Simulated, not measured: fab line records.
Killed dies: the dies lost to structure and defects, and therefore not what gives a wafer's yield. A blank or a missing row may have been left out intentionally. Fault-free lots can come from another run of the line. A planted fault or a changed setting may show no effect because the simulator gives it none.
Which tool is to blame? -- flow rit cmos -- 7 lots with 21 wafers sampled at 2 steps, on a route of 202 steps

## WHAT EACH GAUGE READ, for each wafer
RIT_ACTIVE_THK_MEAS_02.
lot,measured,on,ACTIVE_OXIDE_THK (nm)
L481,day 1 17:04,film metro-04,47.4 47.5 47.1
L483,day 2 05:30,film metro-02,48.7 49.5 48.4
L485,day 2 14:09,film metro-03,48.4 46.9 47.9
L487,day 3 00:14,film metro-03,47.2 47.0 47.5
L489,day 3 09:56,film metro-04,47.7 47.1 47.1
L496,day 4 20:22,film metro-02,47.4 48.0 47.6
L500,day 5 17:21,film metro-02,36.7 36.9 36.5

## EACH LOT AND THE TOOL THAT RAN IT (in order: tool; ch and the chambers of the sampled wafers; start)
lot,RIT_ACTIVE_OXIDATION_01
L481,"furnace-04 ch 0, day 1 15:07"
L483,"furnace-04 ch 0, day 2 03:34"
L485,"furnace-01 ch 0, day 2 12:12"
L487,"furnace-01 ch 0, day 2 22:17"
L489,"furnace-04 ch 0, day 3 08:01"
L496,"furnace-01 ch 0, day 4 18:26"
L500,"furnace-03 ch 0, day 5 15:25"
- RIT_ACTIVE_OXIDATION_01: target thk 46.8 nm, ox time 3360 s.

## THE ANSWER, worked out from the rows above alone
Rule: what is usual is taken from the lots themselves. The widest of any qualifying gaps counts: lots, ordered by their means at a reading, are off when they make up no more than a third of the lots, leave a main group of 4 or more, and stand apart from it by 3 or more times the standard deviation of that group's means. Not used: any main group whose means are identical at the precision the tables above print for the reading. Also off: a lot with no number at a reading for which 4 or more lots have one. Any other lot the step has rows for is counted as sound.
Off: L500, seen at RIT_ACTIVE_THK_MEAS_02 (ACTIVE_OXIDE_THK). For the main group the mean is 47.7 nm and the standard deviation 0.56.
A tool fits if, at a process step before that reading, it ran every lot that is off, and no sound lot after the first of them. The gauges at RIT_ACTIVE_THK_MEAS_02 are tried like those tools. This does not decide it: 2 tools fit, namely furnace-03 at RIT_ACTIVE_OXIDATION_01 and film metro-02 at RIT_ACTIVE_THK_MEAS_02.

## WHAT THE SIMULATOR HAD PUT IN
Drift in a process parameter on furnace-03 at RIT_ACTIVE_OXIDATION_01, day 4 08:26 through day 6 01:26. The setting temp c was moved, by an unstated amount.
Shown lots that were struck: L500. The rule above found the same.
